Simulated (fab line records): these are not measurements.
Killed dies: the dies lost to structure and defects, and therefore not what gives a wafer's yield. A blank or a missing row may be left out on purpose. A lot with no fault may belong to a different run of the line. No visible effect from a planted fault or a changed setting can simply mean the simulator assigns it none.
Chamber matching || flow berkeley_cmos170 || UCB170_M3_ETCH_17 on rie_diel-01: 4 sister chambers
The step etches BARC in N2/H2. 8 wafers are shown with their chamber, then 7 later ones without.

## WAFERS, EACH WITH ITS CHAMBER
{"wafer": "L599.4", "chamber": 3, "drypump_motor_current_A (A)": 5.8, "throttle_valve_pct (%)": 13.07}
{"wafer": "L600.2", "chamber": 2, "drypump_motor_current_A (A)": 5.0, "throttle_valve_pct (%)": 13.04}
{"wafer": "L600.5", "chamber": 1, "drypump_motor_current_A (A)": 6.0, "throttle_valve_pct (%)": 13.16}
{"wafer": "L602.4", "chamber": 0, "drypump_motor_current_A (A)": 6.2, "throttle_valve_pct (%)": 13.26}
{"wafer": "L602.5", "chamber": 2, "drypump_motor_current_A (A)": 4.9, "throttle_valve_pct (%)": 13.02}
{"wafer": "L602.6", "chamber": 3, "drypump_motor_current_A (A)": 5.8, "throttle_valve_pct (%)": 13.10}
{"wafer": "L604.1", "chamber": 1, "drypump_motor_current_A (A)": 6.0, "throttle_valve_pct (%)": 13.15}
{"wafer": "L604.2", "chamber": 0, "drypump_motor_current_A (A)": 6.2, "throttle_valve_pct (%)": 13.26}

## WAFERS WITHOUT THEIR CHAMBER
{"wafer": "L604.6", "drypump_motor_current_A (A)": 5.0, "throttle_valve_pct (%)": 13.02}
{"wafer": "L607.1", "drypump_motor_current_A (A)": 4.9, "throttle_valve_pct (%)": 13.04}
{"wafer": "L607.5", "drypump_motor_current_A (A)": 4.9, "throttle_valve_pct (%)": 13.02}
{"wafer": "L607.6", "drypump_motor_current_A (A)": 5.8, "throttle_valve_pct (%)": 13.10}
{"wafer": "L618.1", "drypump_motor_current_A (A)": 6.2, "throttle_valve_pct (%)": 13.26}
{"wafer": "L618.2", "drypump_motor_current_A (A)": 5.0, "throttle_valve_pct (%)": 13.04}
{"wafer": "L618.3", "drypump_motor_current_A (A)": 5.8, "throttle_valve_pct (%)": 13.10}

## EACH ONE'S CHAMBER
{"wafer": "L604.6", "from the rows above": 2, "in truth": 2}
{"wafer": "L607.1", "from the rows above": 2, "in truth": 2}
{"wafer": "L607.5", "from the rows above": 2, "in truth": 2}
{"wafer": "L607.6", "from the rows above": 3, "in truth": 3}
{"wafer": "L618.1", "from the rows above": 0, "in truth": 0}
{"wafer": "L618.2", "from the rows above": 2, "in truth": 2}
{"wafer": "L618.3", "from the rows above": 3, "in truth": 3}
Placed correctly: 7 of 7. Not placeable from these rows: 0. Wrongly placed: 0.
How it was worked out, from the rows above alone: a wafer's distance from a chamber is the root of the sum, over the readings, of the square of ((its reading less the chamber's mean) divided by the reading's scatter). If the next closest chamber is less than 2 further off than the closest, the wafer can't be placed; otherwise it belongs to the closest. For every chamber, the mean is computed from those of its wafers that are shown. How the scatter is found: for the shown wafers, subtract from each reading the mean of its chamber, square and add these, divide the total by (wafers less chambers), then take the root.
